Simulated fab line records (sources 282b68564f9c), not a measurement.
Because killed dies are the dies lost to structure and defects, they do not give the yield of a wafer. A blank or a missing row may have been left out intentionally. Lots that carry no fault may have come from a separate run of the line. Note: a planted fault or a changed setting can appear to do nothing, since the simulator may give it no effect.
fab line records -- flow ritCmos
[record] lots = 13, wafers = 39, lastDay = 7
route steps=202 shown PRETRO@70 GATE@76 PLDD@120 PSD@157 M1@202
lots untouched by any fault: they come from a run of this same line in which no faults occurred
startH: start of the lot's first displayed wafer, in hours after the record's first day -- waitH: how many hours have passed since the lot's step before this one -- " same as the row above -- L1.1+2: a single row standing in for several wafers -- - no value, or no start given -- * or withheld: withheld -- < > ~ a bound
route shown NAME@n: NAME is a module with steps in the file, n the number in the route of the first one -- usual: average and standard deviation across the fault-free wafers -- same: alike in all rows -- chamber/n: place in a boat -- sites: each site's reading -- _std_site: standard deviation of those values -- _edge_site: the outer-site mean with the inner-site mean subtracted -- radiusMm: for every site, how far away it sits from the centre of the wafer -- mask NAME#n: copy n -- behind: tool/chamber where the wafer was last shaped -- hold: why the lot was held/for how many hours/how that ended -- device: whichever transistor did not switch (one of n, p or np) -- end of line: tests run on the same wafers once the route is complete -- where a step has no rows: the recipe by itself -- killed: at the first sort, the dies lost to defects and structure; wafer yield is something else -- map: a wafer's dies, x killed, . not, _ none there
set.NAME: setting as actually run; set.NAME@STEP: the setting as run at that earlier step -- model.NAME: the simulator's own value behind a step, which no gauge read
steps of the route over a sample of lots; a table a step, a row a wafer
services: from which hour (startH, from the record's first day; less than 0 if before it) a tool's chamber was out of use, for how many hours, and why
[[steps]]
[step RIT_PRETRO_OVL_MEAS_06]
[usual] PRETRO_OVL = 0.2/1.5
lot.wafer,tool,chamber,startH,waitH,PRETRO_OVL[nm]
L495.2,overlay-02,-,41.20,-,-0.3
L495.5,overlay-02,-,41.20,-,0.5
L495.6,overlay-02,-,41.20,-,-0.3
L496.1,overlay-02,-,46.55,-,-3.5
L496.5,overlay-02,-,46.55,-,0.9
L496.6,overlay-02,-,46.55,-,-1.4
L497.2,overlay-01,-,54.61,-,1.5
L497.4,overlay-01,-,54.61,-,-0.2
L497.6,overlay-01,-,54.61,-,-0.2
L501.4,overlay-01,-,68.55,-,-1.6
L501.5,overlay-01,-,68.55,-,-2.0
L501.6,overlay-01,-,68.55,-,-0.3
L505.1,overlay-01,-,92.77,-,0.0
L505.2,overlay-01,-,92.77,-,1.1
L505.5,overlay-01,-,92.77,-,-0.7
L506.1,overlay-01,-,97.28,-,-0.1
L506.4,overlay-01,-,97.28,-,0.1
L506.6,overlay-01,-,97.28,-,-0.7
L507.2,overlay-01,-,102.49,-,-1.4
L507.3,overlay-01,-,102.49,-,1.0
L507.5,overlay-01,-,102.49,-,-1.8
L508.1,overlay-02,-,106.41,-,1.0
L508.5,overlay-02,-,106.41,-,0.9
L508.6,overlay-02,-,106.41,-,1.2
L511.2,overlay-02,-,121.16,-,-1.6
L511.3,overlay-02,-,121.16,-,-2.8
L511.5,overlay-02,-,121.16,-,-2.4
L513.1,overlay-02,-,130.08,-,0.1
L513.2,overlay-02,-,130.08,-,-0.9
L513.4,overlay-02,-,130.08,-,0.7
L515.1,overlay-02,-,138.40,-,1.3
L515.4,overlay-02,-,138.40,-,0.6
L515.6,overlay-02,-,138.40,-,0.1
L516.1,overlay-02,-,144.20,-,-1.1
L516.2,overlay-02,-,144.20,-,-1.2
L516.5,overlay-02,-,144.20,-,-1.5
L517.2,overlay-01,-,150.64,-,0.0
L517.3,overlay-01,-,150.64,-,1.1
L517.4,overlay-01,-,150.64,-,0.7
[step RIT_GATE_CLEAN_01]
[recipe] chemistry = SC1, mix = 3:3:50, timeS = 600, tempC = 75
[usual] runLengthS = 627/3.3
lot.wafer,tool,chamber,startH,waitH,runLengthS
L495.2,wetBench-01,1,41.92,0.0,626
L495.5,wetBench-01,1,41.92,0.0,626
L495.6,wetBench-01,1,41.92,0.0,626
L496.1,wetBench-03,2,47.27,0.0,632
L496.5,wetBench-03,2,47.27,0.0,632
L496.6,wetBench-03,2,47.27,0.0,632
L497.2,wetBench-01,1,55.30,0.0,626
L497.4,wetBench-01,1,55.30,0.0,626
L497.6,wetBench-01,1,55.30,0.0,626
L501.4,wetBench-03,3,69.26,0.0,474
L501.5,wetBench-03,3,69.26,0.0,474
L501.6,wetBench-03,3,69.26,0.0,474
L505.1,wetBench-02,3,93.46,0.0,624
L505.2,wetBench-02,3,93.46,0.0,624
L505.5,wetBench-02,3,93.46,0.0,624
L506.1,wetBench-02,1,97.98,0.0,627
L506.4,wetBench-02,1,97.98,0.0,627
L506.6,wetBench-02,1,97.98,0.0,627
L507.2,wetBench-01,3,103.18,0.0,625
L507.3,wetBench-01,3,103.18,0.0,625
L507.5,wetBench-01,3,103.18,0.0,625
L508.1,wetBench-01,3,107.10,0.0,625
L508.5,wetBench-01,3,107.10,0.0,625
L508.6,wetBench-01,3,107.10,0.0,625
L511.2,wetBench-02,2,121.85,0.0,632
L511.3,wetBench-02,2,121.85,0.0,632
L511.5,wetBench-02,2,121.85,0.0,632
L513.1,wetBench-01,0,130.78,0.0,626
L513.2,wetBench-01,0,130.78,0.0,626
L513.4,wetBench-01,0,130.78,0.0,626
L515.1,wetBench-01,2,139.09,0.0,633
L515.4,wetBench-01,2,139.09,0.0,633
L515.6,wetBench-01,2,139.09,0.0,633
L516.1,wetBench-03,1,144.89,0.0,634
L516.2,wetBench-03,1,144.89,0.0,634
L516.5,wetBench-03,1,144.89,0.0,634
L517.2,wetBench-03,3,151.33,0.0,625
L517.3,wetBench-03,3,151.33,0.0,625
L517.4,wetBench-03,3,151.33,0.0,625
[step RIT_PLDD_OVL_MEAS_06]
[usual] PLDD_OVL = -0.3/1.3
lot.wafer,tool,chamber,startH,waitH,PLDD_OVL[nm]
L495.2,overlay-02,-,56.82,-,-1.1
L495.5,overlay-02,-,56.82,-,-0.2
L495.6,overlay-02,-,56.82,-,-1.1
L496.1,overlay-02,-,64.09,-,-0.5
L496.5,overlay-02,-,64.09,-,-0.3
L496.6,overlay-02,-,64.09,-,-1.5
L497.2,overlay-01,-,68.75,-,-0.4
L497.4,overlay-01,-,68.75,-,0.3
L497.6,overlay-01,-,68.75,-,0.6
L501.4,overlay-02,-,84.07,-,1.0
L501.5,overlay-02,-,84.07,-,2.8
L501.6,overlay-02,-,84.07,-,0.7
L505.1,overlay-01,-,108.48,-,-0.1
L505.2,overlay-01,-,108.48,-,-0.2
L505.5,overlay-01,-,108.48,-,1.2
L506.1,overlay-01,-,114.39,-,-0.4
L506.4,overlay-01,-,114.39,-,-0.5
L506.6,overlay-01,-,114.39,-,0.1
L507.2,overlay-01,-,116.99,-,-0.4
L507.3,overlay-01,-,116.99,-,2.6
L507.5,overlay-01,-,116.99,-,1.7
L508.1,overlay-01,-,123.45,-,-0.6
L508.5,overlay-01,-,123.45,-,-1.3
L508.6,overlay-01,-,123.45,-,0.3
L511.2,overlay-02,-,137.07,-,-1.0
L511.3,overlay-02,-,137.07,-,-1.0
L511.5,overlay-02,-,137.07,-,0.4
L513.1,overlay-01,-,144.77,-,-2.7
L513.2,overlay-01,-,144.77,-,-2.0
L513.4,overlay-01,-,144.77,-,-2.2
L515.1,overlay-02,-,151.76,-,1.3
L515.4,overlay-02,-,151.76,-,1.8
L515.6,overlay-02,-,151.76,-,0.3
L516.1,overlay-02,-,161.25,-,-1.1
L516.2,overlay-02,-,161.25,-,-1.0
L516.5,overlay-02,-,161.25,-,0.8
L517.2,overlay-02,-,163.66,-,0.8
L517.3,overlay-02,-,163.66,-,-1.0
L517.4,overlay-02,-,163.66,-,-0.9
[step RIT_SDANNEAL_RS_MEAS_04]
[recipe] thkMeasGauge = four-point-probe
[usual] PSD_RS = 116.00/0.25
lot.wafer,tool,chamber,startH,waitH,PSD_RS[ohm/sq]
L495.2,filmMetro-02,-,64.07,0.1,115.95
L495.5,filmMetro-02,-,64.07,0.1,115.83
L495.6,filmMetro-02,-,64.07,0.1,115.97
L496.1,filmMetro-04,-,70.91,0.0,115.59
L496.5,filmMetro-04,-,70.91,0.0,115.55
L496.6,filmMetro-04,-,70.91,0.0,115.61
L497.2,filmMetro-04,-,75.43,0.1,115.74
L497.4,filmMetro-04,-,75.43,0.1,115.77
L497.6,filmMetro-04,-,75.43,0.1,115.92
L501.4,filmMetro-02,-,91.56,0.1,116.18
L501.5,filmMetro-02,-,91.56,0.1,116.14
L501.6,filmMetro-02,-,91.56,0.1,115.95
L505.1,filmMetro-02,-,114.91,0.0,116.01
L505.2,filmMetro-02,-,114.91,0.0,115.88
L505.5,filmMetro-02,-,114.91,0.0,115.85
L506.1,filmMetro-02,-,120.99,0.0,116.08
L506.4,filmMetro-02,-,120.99,0.0,116.40
L506.6,filmMetro-02,-,120.99,0.0,116.49
L507.2,filmMetro-04,-,123.47,0.1,116.31
L507.3,filmMetro-04,-,123.47,0.1,116.16
L507.5,filmMetro-04,-,123.47,0.1,116.13
L508.1,filmMetro-04,-,131.36,0.0,116.01
L508.5,filmMetro-04,-,131.36,0.0,115.78
L508.6,filmMetro-04,-,131.36,0.0,115.84
L511.2,filmMetro-04,-,143.88,0.1,116.19
L511.3,filmMetro-04,-,143.88,0.1,116.11
L511.5,filmMetro-04,-,143.88,0.1,115.81
L513.1,filmMetro-04,-,151.48,0.0,115.94
L513.2,filmMetro-04,-,151.48,0.0,115.90
L513.4,filmMetro-04,-,151.48,0.0,116.04
L515.1,filmMetro-04,-,158.31,0.0,116.08
L515.4,filmMetro-04,-,158.31,0.0,115.64
L515.6,filmMetro-04,-,158.31,0.0,115.61
L516.1,filmMetro-02,-,167.85,0.0,116.09
L516.2,filmMetro-02,-,167.85,0.0,116.03
L516.5,filmMetro-02,-,167.85,0.0,116.15
L517.2,filmMetro-04,-,170.15,0.1,115.85
L517.3,filmMetro-04,-,170.15,0.1,116.22
L517.4,filmMetro-04,-,170.15,0.1,115.87
[step RIT_M1_PROBE_99]
[usual] killed_at_M0_to_M3 = 0.0/0.12, killedAtFrontEnd = 6.5/2.8, killedDies = 6.5/2.8, killedOpen = 3.2/1.8, killedShort = 3.3/2
[same] grossDies = 264, killed_at_M4_up = 0, killedAtBackSide = 0, killedAtContacts = 0, killedAtOther = 0
lot.wafer,tool,chamber,startH,waitH,killed_at_M0_to_M3,killedAtFrontEnd,killedDies,killedOpen,killedShort
L495.2,prober-02,-,71.76,0.1,0,5,5,0,5
L495.5,prober-02,-,71.91,0.2,0,4,4,1,3
L495.6,prober-02,-,71.96,0.2,0,6,6,1,5
L501.4,prober-02,-,99.05,0.2,0,3,3,0,3
L501.5,prober-02,-,99.10,0.2,0,5,5,3,2
L501.6,prober-02,-,99.15,0.2,0,11,11,4,7
L506.1,prober-01,-,128.39,0.1,0,2,2,1,1
L506.4,prober-01,-,128.54,0.2,0,5,5,2,3
L506.6,prober-01,-,128.64,0.2,0,5,5,2,3
L511.2,prober-02,-,151.64,0.1,0,8,8,4,4
L511.3,prober-02,-,151.69,0.2,0,6,6,5,1
L511.5,prober-02,-,151.79,0.2,0,7,7,3,4
L516.1,prober-01,-,175.38,0.1,0,6,6,4,2
L516.2,prober-01,-,175.43,0.1,0,6,6,4,2
L516.5,prober-01,-,175.58,0.2,0,10,10,5,5
// killed by level:class
L495.2 GATE:geometricParticle:short=4 SILICIDE:geometricParticle:short=1
L495.5 GATE:geometricParticle:short=2 FOX1:geometricParticle:short=1 SPACER:geometricParticle:open=1
L495.6 SPACER:geometricParticle:short=2 FOX1:geometricParticle:short=1 GATE:geometricParticle:short=1 GATE:geometricParticle:open=1 REOX:geometricParticle:short=1
L501.4 SILICIDE:geometricParticle:short=2 SPACER:geometricParticle:short=1
L501.5 GATE:geometricParticle:open=2 FOX1:geometricParticle:short=1 REOX:geometricParticle:open=1 REOX:geometricParticle:short=1
L501.6 FOX1:geometricParticle:short=3 FOX2:geometricParticle:short=3 GATE:geometricParticle:open=2 ACTIVE:geometricParticle:open=1 GATE:geometricParticle:short=1 SILICIDE:geometricParticle:open=1
L506.1 GATE:geometricParticle:open=1 GATE:geometricParticle:short=1
L506.4 FOX1:geometricParticle:short=2 FOX1:geometricParticle:open=1 GATE:geometricParticle:open=1 REOX:geometricParticle:short=1
L506.6 GATE:geometricParticle:short=1 GATE:geometricParticle:open=1 REOX:geometricParticle:short=1 REOX:geometricParticle:open=1 SILICIDE:geometricParticle:short=1
L511.2 GATE:geometricParticle:open=4 GATE:geometricParticle:short=2 SPACER:geometricParticle:short=1 SILICIDE:geometricParticle:short=1
L511.3 GATE:geometricParticle:open=3 REOX:geometricParticle:open=2 REOX:geometricParticle:short=1
L511.5 REOX:geometricParticle:short=3 GATE:geometricParticle:open=2 FOX1:geometricParticle:short=1 FOX2:geometricParticle:open=1
L516.1 FOX1:geometricParticle:open=2 GATE:geometricParticle:short=1 REOX:geometricParticle:open=1 SPACER:geometricParticle:open=1 SPACER:geometricParticle:short=1
L516.2 FOX1:geometricParticle:open=3 GATE:geometricParticle:short=2 REOX:geometricParticle:open=1
L516.5 SILICIDE:geometricParticle:open=3 REOX:geometricParticle:short=2 SPACER:geometricParticle:short=2 GATE:geometricParticle:open=1 GATE:geometricParticle:short=1 SPACER:geometricParticle:open=1
[[services]]
tool,chamber,startH,hours,kind
wetBench-01,-,22.75,4.5,repair
wetBench-03,-,57.75,1.9,pm
wetBench-01,-,64.67,2.7,repair
wetBench-03,-,121.45,1.7,repair
[[key]]
[firstSign] step = RIT_GATE_CLEAN_01, reading = runLengthS, direction = down, sigmas = 47, usual = *, struck = *
effect none on later readings
metAt RIT_GATE_CLEAN_01
struckLots L501
struckWafers L501.4,L501.5,L501.6
testerLeftOut L501
notActingAt RIT_PRETRO_OVL_MEAS_06,RIT_PLDD_OVL_MEAS_06,RIT_SDANNEAL_RS_MEAS_04
[fault] kind = processParameterDrift, tool = wetBench-03, chamber = 3, onsetH = 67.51, steps = RIT_GATE_CLEAN_01, channel = timeS, offset = *, shape = step, endH = 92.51, actsIn = *, stated = *
// testerLeftOut: of these lots the tester's yield and bins aren't shown, on N5 and GAA mostly nor the transistor test; their killed dies are dies lost to structure and defects alone, not to doping, threshold or leakage, so they don't give the yield
